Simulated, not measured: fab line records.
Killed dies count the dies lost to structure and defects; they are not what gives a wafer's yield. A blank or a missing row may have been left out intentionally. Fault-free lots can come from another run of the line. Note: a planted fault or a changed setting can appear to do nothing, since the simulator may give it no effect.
A struck lot beside a sound one / flow ritCmos / 28 out of 202 route steps
Sound: these wafers, L393.1, L393.4, L393.6. The struck wafers were L398.3, L398.4, L398.5. Last of all comes the cause.
Per side, at each step with rows, come the tool, then ch with its chambers, and then its first start. Under that, the readings that differ: sound wafers / struck wafers / difference of the means / sigmas: that difference in standard deviations of wafers without a fault.
alike: readings whose means differ by less than 2 such deviations, and words and numbers that are the same on both sides. not compared: withheld readings, readings that some wafer has no value for, bounds like >300 that may hide the same value, and numbers for which the record gives no deviation and whose values overlap.
The two part at a step that has a row with sigmas, a row that says differs or no value, or rows on one side only. Numbers that have no deviation but don't overlap get no sigmas and don't part them. Lack of a reading on every wafer of one side parts them only where that side has two or more wafers.

RIT_ACTIVE_BOW_MEAS_00:
  sound on filmMetro-03 at day 1 20:00; struck on filmMetro-03 at day 2 21:02
  alike: INCOMING_BOW
RIT_ACTIVE_OXIDATION_01: target thk 46.8 nm, ox time 3360 s.
  sound on furnace-01 ch 0, day 1 20:51; struck on furnace-04 ch 0, day 2 21:07
reading=zonePowerSourcePct (%); sound=37.4 36.1 37.2; struck=30.9 31.1 31.4; difference=-5.8; sigmas=-2
reading=model.SiO2_of_ACTIVE_OXIDATION_01.thkNm (nm); sound=46.23 46.79 46.66; struck=52.03 51.66 51.42; difference=+5.14; sigmas=
  alike: spikeTcCentreC
RIT_ACTIVE_THK_MEAS_02:
  sound on filmMetro-02 at day 1 22:47; struck on filmMetro-01 at day 2 23:04
reading=ACTIVE_OXIDE_THK (nm); sound=46.2 46.7 46.7; struck=52.0 51.6 51.4; difference=+5.1; sigmas=+7
then, 1 step without rows for these wafers: RIT_ACTIVE_CVD_03 (deposits Si3N4 from SiH2Cl2/NH3, target thk 150 nm, time 1527 s).
RIT_ACTIVE_THK_MEAS_04:
  sound on filmMetro-02 at day 2 00:16; struck on filmMetro-02 at day 3 01:16
  alike: ACTIVE_NITRIDE_THK
then, 6 steps without rows for these wafers: RIT_ACTIVE_HMDS_05 (prime time 60 s); RIT_ACTIVE_COAT_06 (resist thk 1000 nm); RIT_ACTIVE_SOFTBAKE_07 (time 60 s); RIT_ACTIVE_EXPOSE_08 (exposes mask M1, target cd 1400 nm); RIT_ACTIVE_PEB_09; RIT_ACTIVE_DEVELOP_10 (develop time 50 s).
RIT_ACTIVE_CD_MEAS_11 targets a cd of 1400 nm.
  sound on cdSem-02 at day 2 01:10; struck on cdSem-01 at day 3 02:11
  alike: cdNm
then, 1 step without rows for these wafers: RIT_ACTIVE_HARDBAKE_12 (time 60 s).
RIT_ACTIVE_ETCH_13: etches Si3N4 in SF6, stops on SiO2, time 210 s, target depth 210 nm.
  sound on rieDiel-03 ch 2,3, day 2 01:26; struck on rieDiel-01 ch 0,1,2, day 3 02:25
reading=drypumpMotorCurrentA (A); sound=6.4 5.9 6.4; struck=5.3 5.8 5.5; difference=-0.7; sigmas=-2
  alike: SF6_flow_sccm, chamberPressureMTorr, oesProductAu, throttleValvePct
  not compared: rfHoursCounterH
RIT_ACTIVE_STRIP_14: strips in O2, time 180 s.
  sound on plasmaAsher-03 ch 0,1, day 2 01:35; struck on plasmaAsher-03 ch 0,1, day 3 02:37
  alike: chamberPressureMTorr, drypumpMotorCurrentA
  not compared: rfHoursCounterH
RIT_ACTIVE_CD_MEAS_90 targets a cd of 1400 nm.
  sound on cdSem-01 at day 2 01:45; struck on cdSem-02 at day 3 02:46
  alike: cdNm
then, 4 steps without rows for these wafers: RIT_ACTIVE_CLEAN_15 (cleans in SC1, time 600 s); RIT_ACTIVE_CLEAN_16 (cleans in dHF, time 30 s); RIT_ACTIVE_CLEAN_17 (cleans in SC2, time 600 s); RIT_FOX1_OXIDATION_00 (target thk 350.7 nm, ox time 1130 s).
RIT_FOX1_THK_MEAS_01:
  sound on filmMetro-04 at day 2 04:13; struck on filmMetro-04 at day 3 07:22
  alike: FOX1_OXIDE_THK
then, 2 steps without rows for these wafers: RIT_FOX1_WET_ETCH_02 (etches SiO2 in BOE, target depth 350 nm, time 390 s); RIT_FOX2_OXIDATION_00 (target thk 350.7 nm, ox time 1158 s).
RIT_FOX2_THK_MEAS_01:
  sound on filmMetro-04 at day 2 05:43; struck on filmMetro-01 at day 3 08:52
  alike: FOX2_OXIDE_THK
then, 1 step without rows for these wafers: RIT_FOX2_CLEAN_02 (cleans in dHF, time 180 s).
RIT_FOX2_WET_ETCH_03: etches Si3N4 in H3PO4, target depth 195 nm, time 2700 s.
  sound on wetBench-03 ch 1, day 2 05:50; struck on wetBench-01 ch 0, day 3 08:58
reading=model.SiO2_of_ACTIVE_OXIDATION_01.thkNm (nm); sound=41.08 41.57 41.47; struck=46.04 45.47 43.08; difference=+3.49; sigmas=
  alike: bathHeatDutyPct
RIT_FOX2_THK_MEAS_90:
  sound on filmMetro-03 at day 2 06:35; struck on filmMetro-04 at day 3 09:44
  alike: FIELD_OXIDE_LEFT_1_THK
RIT_M1_PROBE_99:
  sound on prober-02 at day 4 01:38; struck on prober-01 at day 5 03:24
reading=model.etest.nldd.widthNm (nm); sound=3152 3157 3157; struck=3133 3124 3128; difference=-27; sigmas=
reading=model.etest.pldd.widthNm (nm); sound=3160 3161 3168; struck=3136 3119 3132; difference=-34; sigmas=
  alike: killed_at_M0_to_M3, killedAtContacts, killedAtFrontEnd, killedDies, killedOpen, killedShort

WHERE THEY PART
Last at RIT_ACTIVE_ETCH_13 as far as this record goes, first at RIT_ACTIVE_OXIDATION_01. Later steps at which nothing parts them and some readings are alike: RIT_ACTIVE_STRIP_14, RIT_ACTIVE_CD_MEAS_90, RIT_FOX1_THK_MEAS_01, RIT_FOX2_THK_MEAS_01, RIT_FOX2_WET_ETCH_03, RIT_FOX2_THK_MEAS_90, RIT_M1_PROBE_99.

WHY: whatever the simulator had introduced
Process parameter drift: furnace-04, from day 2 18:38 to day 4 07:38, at RIT_ACTIVE_OXIDATION_01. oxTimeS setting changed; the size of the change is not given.
